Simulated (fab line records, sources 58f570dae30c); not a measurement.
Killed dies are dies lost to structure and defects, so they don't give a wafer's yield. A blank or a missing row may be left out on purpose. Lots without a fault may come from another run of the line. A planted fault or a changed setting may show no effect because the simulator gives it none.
Which tool did it? | flow berkeley_cmos170 | 24 lots, 72 wafers sampled, at 6 steps of a route of 331

WHAT THE GAUGES READ, wafer by wafer
UCB170_SDANNEAL_RS_MEAS_03: measures by four-point-probe.
lot  | measured     | on            | NSD_RS (ohm/sq)
L074 | day 8 04:18  | film_metro-01 | 37.30 37.28 37.33
L076 | day 8 03:38  | film_metro-01 | 37.20 37.25 37.27
L075 | day 8 03:31  | film_metro-03 | 37.24 37.41 37.22
L077 | day 8 04:32  | film_metro-03 | 37.38 37.27 37.37
L078 | day 9 21:15  | film_metro-01 | 37.34 37.35 37.29
L079 | day 9 21:44  | film_metro-02 | 37.37 37.34 37.33
L081 | day 9 20:47  | film_metro-03 | 37.08 37.16 37.11
L080 | day 9 21:04  | film_metro-02 | 37.30 37.34 37.30
L083 | day 10 03:07 | film_metro-03 | 37.27 37.14 37.19
L082 | day 10 02:39 | film_metro-01 | 37.34 37.33 37.32
L085 | day 10 12:28 | film_metro-03 | 37.31 37.34 37.27
L084 | day 10 12:40 | film_metro-01 | 37.27 37.20 37.29
L086 | day 11 07:29 | film_metro-01 | 37.15 37.21 37.37
L087 | day 11 06:17 | film_metro-01 | 37.35 37.29 37.30
L088 | day 11 07:13 | film_metro-02 | 37.31 37.23 37.25
L089 | day 11 20:17 | film_metro-02 | 37.22 37.31 37.14
L090 | day 11 20:36 | film_metro-01 | 37.35 37.38 37.28
L091 | day 12 01:14 | film_metro-01 | 37.37 37.30 37.29
L092 | day 12 02:52 | film_metro-02 | 37.10 37.23 37.29
L096 | day 12 19:35 | film_metro-02 | 37.27 37.27 37.26
L095 | day 12 19:11 | film_metro-03 | 37.30 37.26 37.37
L093 | day 12 16:25 | film_metro-02 | 37.26 37.25 37.18
L097 | day 12 19:52 | film_metro-03 | 37.28 37.40 37.45
L094 | day 12 19:25 | film_metro-01 | 37.30 37.24 37.29

UCB170_V2_THK_MEAS_04.
lot  | measured     | on            | V2_POLISHED_THK (nm)
L074 | day 8 21:17  | film_metro-01 | 1000.8 1000.0 998.1
L076 | day 8 19:39  | film_metro-04 | 999.5 997.9 1000.1
L075 | day 8 18:03  | film_metro-04 | 1001.7 999.1 1000.8
L077 | day 8 21:40  | film_metro-01 | 1000.9 1002.5 1001.4
L078 | day 11 04:09 | film_metro-01 | 1001.2 1001.2 1000.5
L079 | day 11 05:29 | film_metro-03 | 1001.1 1001.3 1001.0
L081 | day 11 03:51 | film_metro-01 | 999.7 998.8 999.7
L080 | day 11 03:33 | film_metro-04 | 999.5 1001.6 999.9
L083 | day 11 06:07 | film_metro-03 | 1002.6 1001.9 1001.5
L082 | day 11 04:39 | film_metro-04 | 1000.5 1001.4 1000.0
L085 | day 11 05:49 | film_metro-03 | 1000.7 1000.4 998.6
L084 | day 11 11:14 | film_metro-01 | 1000.7 998.1 999.2
L086 | day 12 05:45 | film_metro-04 | 999.1 1001.9 1001.1
L087 | day 12 03:21 | film_metro-03 | 1000.5 997.5 999.3
L088 | day 12 05:53 | film_metro-01 | 999.0 999.6 1000.5
L089 | day 12 15:39 | film_metro-04 | 1000.5 1000.9 999.3
L090 | day 12 18:49 | film_metro-04 | 1000.0 997.8 996.0
L091 | day 12 21:55 | film_metro-04 | 1001.7 1001.0 998.5
L092 | day 12 23:37 | film_metro-01 | 1000.7 1001.3 1000.2
L096 | day 13 14:06 | film_metro-01 | 999.2 1000.7 999.7
L095 | day 13 10:36 | film_metro-03 | 1002.1 1004.2 1000.5
L093 | day 13 07:30 | film_metro-01 | 1000.8 999.2 999.9
L097 | day 13 13:40 | film_metro-03 | 998.2 996.5 998.7
L094 | day 13 12:23 | film_metro-04 | 1000.4 1001.9 1002.5

WHICH TOOL RAN EACH LOT (tool, then ch and the chambers of the sampled wafers, then the start)
lot  | UCB170_ACTIVE_STRIP_16              | UCB170_BACKSIDE_STRIP_03             | UCB170_M2_STRIP_07                   | UCB170_V2_CMP_02
L074 | plasma_asher-01 ch 0,1, day 4 21:54 | plasma_asher-02 ch 0,1, day 8 03:26  | plasma_asher-04 ch 0,1, day 8 18:31  | cmp-02 ch 0,1,3, day 8 20:52
L076 | plasma_asher-03 ch 0,1, day 5 04:35 | plasma_asher-01 ch 0,1, day 8 02:59  | plasma_asher-04 ch 0,1, day 8 17:14  | cmp-01 ch 0,2,3, day 8 19:17
L075 | plasma_asher-02 ch 0,1, day 5 09:58 | plasma_asher-02 ch 0,1, day 8 02:59  | plasma_asher-04 ch 0,1, day 8 15:38  | cmp-02 ch 0,1, day 8 17:38
L077 | plasma_asher-03 ch 0,1, day 5 10:13 | plasma_asher-01 ch 0,1, day 8 03:53  | plasma_asher-02 ch 0,1, day 8 18:52  | cmp-02 ch 0,1,3, day 8 21:15
L078 | plasma_asher-01 ch 0,1, day 6 14:32 | plasma_asher-04 ch 0,1, day 9 20:40  | plasma_asher-01 ch 0,1, day 11 00:40 | cmp-02 ch 0,1,3, day 11 03:47
L079 | plasma_asher-03 ch 0,1, day 6 14:41 | plasma_asher-04 ch 0,1, day 9 21:02  | plasma_asher-01 ch 0,1, day 11 01:09 | cmp-02 ch 1,2, day 11 05:05
L081 | plasma_asher-02 ch 0,1, day 6 14:54 | plasma_asher-02 ch 0,1, day 9 20:16  | plasma_asher-01 ch 0,1, day 11 00:13 | cmp-02 ch 0,1,3, day 11 03:35
L080 | plasma_asher-01 ch 0,1, day 6 15:08 | plasma_asher-02 ch 0,1, day 9 20:33  | plasma_asher-04 ch 0,1, day 10 23:46 | cmp-02 ch 0,1,2, day 11 03:08
L083 | plasma_asher-03 ch 1, day 6 23:25   | plasma_asher-04 ch 1, day 10 02:34   | plasma_asher-01 ch 0,1, day 11 01:50 | cmp-02 ch 1,2,3, day 11 05:47
L082 | plasma_asher-02 ch 1, day 6 23:53   | plasma_asher-01 ch 0,1, day 10 02:07 | plasma_asher-02 ch 0,1, day 11 00:41 | cmp-02 ch 0,3, day 11 04:14
L085 | plasma_asher-02 ch 0,1, day 7 06:18 | plasma_asher-01 ch 0,1, day 10 11:57 | plasma_asher-02 ch 0,1, day 11 02:00 | cmp-02 ch 0,3, day 11 05:23
L084 | plasma_asher-01 ch 0,1, day 7 06:34 | plasma_asher-04 ch 0,1, day 10 12:08 | plasma_asher-02 ch 0,1, day 11 05:18 | cmp-02 ch 0,1,2, day 11 10:49
L086 | plasma_asher-03 ch 0,1, day 7 17:17 | plasma_asher-01 ch 0,1, day 11 06:58 | plasma_asher-01 ch 0,1, day 12 02:17 | cmp-02 ch 0,1, day 12 05:22
L087 | plasma_asher-01 ch 0,1, day 7 17:31 | plasma_asher-01 ch 0, day 11 05:45   | plasma_asher-04 ch 0,1, day 11 23:28 | cmp-01 ch 0,1,3, day 12 02:58
L088 | plasma_asher-03 ch 0,1, day 7 17:43 | plasma_asher-02 ch 1, day 11 06:40   | plasma_asher-04 ch 0,1, day 12 02:49 | cmp-01 ch 0,2,3, day 12 05:31
L089 | plasma_asher-03 ch 0,1, day 8 08:55 | plasma_asher-02 ch 0,1, day 11 19:46 | plasma_asher-04 ch 0,1, day 12 11:13 | cmp-02 ch 1,2,3, day 12 15:14
L090 | plasma_asher-01 ch 0,1, day 8 09:04 | plasma_asher-02 ch 0,1, day 11 20:04 | plasma_asher-01 ch 0,1, day 12 15:57 | cmp-01 ch 2,3, day 12 18:23
L091 | plasma_asher-03 ch 0,1, day 8 18:23 | plasma_asher-04 ch 0,1, day 12 00:41 | plasma_asher-01 ch 0,1, day 12 19:11 | cmp-02 ch 0,2,3, day 12 21:36
L092 | plasma_asher-01 ch 0,1, day 8 18:38 | plasma_asher-04 ch 0,1, day 12 02:19 | plasma_asher-01 ch 0, day 12 21:02   | cmp-01 ch 1,3, day 12 23:11
L096 | plasma_asher-01 ch 0,1, day 9 11:44 | plasma_asher-04 ch 0,1, day 12 19:01 | plasma_asher-02 ch 0,1, day 13 11:25 | cmp-02 ch 0,1,2, day 13 13:44
L095 | plasma_asher-02 ch 0,1, day 9 11:47 | plasma_asher-01 ch 0,1, day 12 18:29 | plasma_asher-04 ch 0,1, day 13 07:45 | cmp-02 ch 1,2,3, day 13 10:16
L093 | plasma_asher-02 ch 0,1, day 9 12:03 | plasma_asher-02 ch 0,1, day 12 15:41 | plasma_asher-04 ch 0,1, day 13 04:47 | cmp-01 ch 0,3, day 13 07:07
L097 | plasma_asher-01 ch 0,1, day 9 12:16 | plasma_asher-02 ch 0, day 12 19:19   | plasma_asher-02 ch 0,1, day 13 11:04 | cmp-01 ch 0,1,2, day 13 13:21
L094 | plasma_asher-03 ch 0,1, day 9 12:17 | plasma_asher-02 ch 0,1, day 12 18:52 | plasma_asher-02 ch 0,1, day 13 09:47 | cmp-02 ch 0,1,2, day 13 12:04
- UCB170_ACTIVE_STRIP_16: strips in O2.
- UCB170_BACKSIDE_STRIP_03: strips in O2.
- UCB170_M2_STRIP_07: strips in O2.
- UCB170_V2_CMP_02: polishes SiO2.

WHAT THE TOOLS THEMSELVES READ (means of the sampled wafers that have a number; where no wafer has one, the mark that the record gives instead)
UCB170_ACTIVE_STRIP_16.
lot  | tool            | drypump_motor_current_A (A) | oes_product_au (a.u.) | strip_time_to_endpoint_s (s)
L074 | plasma_asher-01 | 6.0                         | 0.718                 | 18.19
L076 | plasma_asher-03 | 5.9                         | 0.721                 | 18.10
L075 | plasma_asher-02 | 5.7                         | 0.722                 | 18.13
L077 | plasma_asher-03 | 5.7                         | 0.726                 | 18.02
L078 | plasma_asher-01 | 6.0                         | 0.724                 | 18.14
L079 | plasma_asher-03 | 5.7                         | 0.723                 | 18.14
L081 | plasma_asher-02 | 5.8                         | 0.723                 | 17.99
L080 | plasma_asher-01 | 6.0                         | 0.722                 | 18.19
L083 | plasma_asher-03 | 5.6                         | 0.718                 | 18.09
L082 | plasma_asher-02 | 5.9                         | 0.726                 | 18.09
L085 | plasma_asher-02 | 5.6                         | 0.719                 | 18.09
L084 | plasma_asher-01 | 6.0                         | 0.716                 | 18.02
L086 | plasma_asher-03 | 5.7                         | 0.722                 | 18.03
L087 | plasma_asher-01 | 6.0                         | 0.722                 | 18.20
L088 | plasma_asher-03 | 5.9                         | 0.719                 | 17.98
L089 | plasma_asher-03 | 5.9                         | 0.721                 | 18.00
L090 | plasma_asher-01 | 5.7                         | 0.719                 | 18.10
L091 | plasma_asher-03 | 5.9                         | 0.722                 | 18.06
L092 | plasma_asher-01 | 5.7                         | 0.720                 | 18.01
L096 | plasma_asher-01 | 5.7                         | 0.715                 | 18.17
L095 | plasma_asher-02 | 5.8                         | 0.727                 | 18.02
L093 | plasma_asher-02 | 5.8                         | 0.719                 | 18.02
L097 | plasma_asher-01 | 6.0                         | 0.721                 | 17.83
L094 | plasma_asher-03 | 5.9                         | 0.724                 | 18.17

UCB170_BACKSIDE_STRIP_03.
lot  | tool            | drypump_motor_current_A (A) | oes_product_au (a.u.) | strip_time_to_endpoint_s (s)
L074 | plasma_asher-02 | 5.6                         | 0.737                 | 21.96
L076 | plasma_asher-01 | 5.7                         | 0.734                 | 22.09
L075 | plasma_asher-02 | 5.6                         | 0.732                 | 22.12
L077 | plasma_asher-01 | 6.0                         | 0.730                 | 21.98
L078 | plasma_asher-04 | 5.5                         | 0.733                 | 22.06
L079 | plasma_asher-04 | 5.3                         | 0.736                 | 21.98
L081 | plasma_asher-02 | 5.6                         | 0.732                 | 22.03
L080 | plasma_asher-02 | 5.7                         | 0.740                 | 21.97
L083 | plasma_asher-04 | 5.1                         | 0.736                 | 21.99
L082 | plasma_asher-01 | 5.7                         | 0.740                 | 21.93
L085 | plasma_asher-01 | 5.7                         | 0.734                 | 21.95
L084 | plasma_asher-04 | 5.3                         | 0.737                 | 21.98
L086 | plasma_asher-01 | 5.7                         | 0.731                 | 22.02
L087 | plasma_asher-01 | 5.3                         | 0.736                 | 21.97
L088 | plasma_asher-02 | 5.9                         | 0.739                 | 22.03
L089 | plasma_asher-02 | 5.8                         | 0.732                 | 22.01
L090 | plasma_asher-02 | 5.7                         | 0.732                 | 22.08
L091 | plasma_asher-04 | 5.3                         | 0.732                 | 22.15
L092 | plasma_asher-04 | 5.3                         | 0.736                 | 22.09
L096 | plasma_asher-04 | 5.3                         | 0.732                 | 21.96
L095 | plasma_asher-01 | 5.7                         | 0.735                 | 22.12
L093 | plasma_asher-02 | 5.6                         | 0.737                 | 22.02
L097 | plasma_asher-02 | 5.5                         | 0.733                 | 22.05
L094 | plasma_asher-02 | 5.7                         | 0.736                 | 22.02

UCB170_M2_STRIP_07.
lot  | tool            | drypump_motor_current_A (A) | oes_product_au (a.u.) | strip_time_to_endpoint_s (s)
L074 | plasma_asher-04 | 5.5                         | 0.736                 | 22.01
L076 | plasma_asher-04 | 5.3                         | 0.735                 | 21.84
L075 | plasma_asher-04 | 5.5                         | 0.733                 | 22.13
L077 | plasma_asher-02 | 5.7                         | 0.733                 | 21.99
L078 | plasma_asher-01 | 5.7                         | 0.733                 | 22.01
L079 | plasma_asher-01 | 6.0                         | 0.735                 | 22.00
L081 | plasma_asher-01 | 5.7                         | 0.735                 | 21.94
L080 | plasma_asher-04 | 5.3                         | 0.737                 | 21.93
L083 | plasma_asher-01 | 5.7                         | 0.734                 | 21.96
L082 | plasma_asher-02 | 5.6                         | 0.738                 | 22.10
L085 | plasma_asher-02 | 5.6                         | 0.731                 | 22.05
L084 | plasma_asher-02 | 5.7                         | 0.733                 | 22.00
L086 | plasma_asher-01 | 5.7                         | 0.734                 | 21.87
L087 | plasma_asher-04 | 5.5                         | 0.728                 | 22.03
L088 | plasma_asher-04 | 5.3                         | 0.733                 | 21.91
L089 | plasma_asher-04 | 5.4                         | 0.737                 | 21.96
L090 | plasma_asher-01 | 5.7                         | 0.735                 | 21.91
L091 | plasma_asher-01 | 5.7                         | 0.733                 | 22.11
L092 | plasma_asher-01 | 5.3                         | 0.736                 | 22.01
L096 | plasma_asher-02 | 5.7                         | 0.729                 | 22.01
L095 | plasma_asher-04 | 5.3                         | 0.736                 | 22.10
L093 | plasma_asher-04 | 5.5                         | 0.740                 | 22.05
L097 | plasma_asher-02 | 5.7                         | 0.735                 | 21.98
L094 | plasma_asher-02 | 5.6                         | 0.736                 | 22.05

UCB170_V2_CMP_02.
lot  | tool   | motor_current_A (A)
L074 | cmp-02 | 18.0
L076 | cmp-01 | 15.8
L075 | cmp-02 | 17.5
L077 | cmp-02 | 17.9
L078 | cmp-02 | 17.4
L079 | cmp-02 | 16.0
L081 | cmp-02 | 18.4
L080 | cmp-02 | 17.4
L083 | cmp-02 | 16.9
L082 | cmp-02 | 18.5
L085 | cmp-02 | 18.8
L084 | cmp-02 | 17.5
L086 | cmp-02 | 17.8
L087 | cmp-01 | 16.5
L088 | cmp-01 | 15.9
L089 | cmp-02 | 16.3
L090 | cmp-01 | 16.6
L091 | cmp-02 | 17.9
L092 | cmp-01 | 17.0
L096 | cmp-02 | 17.6
L095 | cmp-02 | 16.3
L093 | cmp-01 | 15.8
L097 | cmp-01 | 16.3
L094 | cmp-02 | 17.6

THE ANSWER, worked out from the rows above alone
Rule: what is usual is taken from the lots themselves. Put in order of their means at a reading, lots are off if they are a third of the lots or fewer, leave a main group of 4 or more, and stand apart from it by a gap of 3 or more times the standard deviation of the main group's means; of several such gaps the widest counts. A main group whose means are all the same, to the digits that the tables above print for the reading, isn't used. A lot without any number at a reading at which 4 lots or more have one is off too. The other lots that the step has rows for count as sound. The gauges are gone through in route order, then the tools' own readings, and for those a lot's mean is taken as printed above. The first step at which some lot is off is used, and at that step the reading that is off furthest; a lot without a number counts as furthest.
No lot is off at any reading shown: from this, nothing can be told.

WHAT THE SIMULATOR HAD PUT IN
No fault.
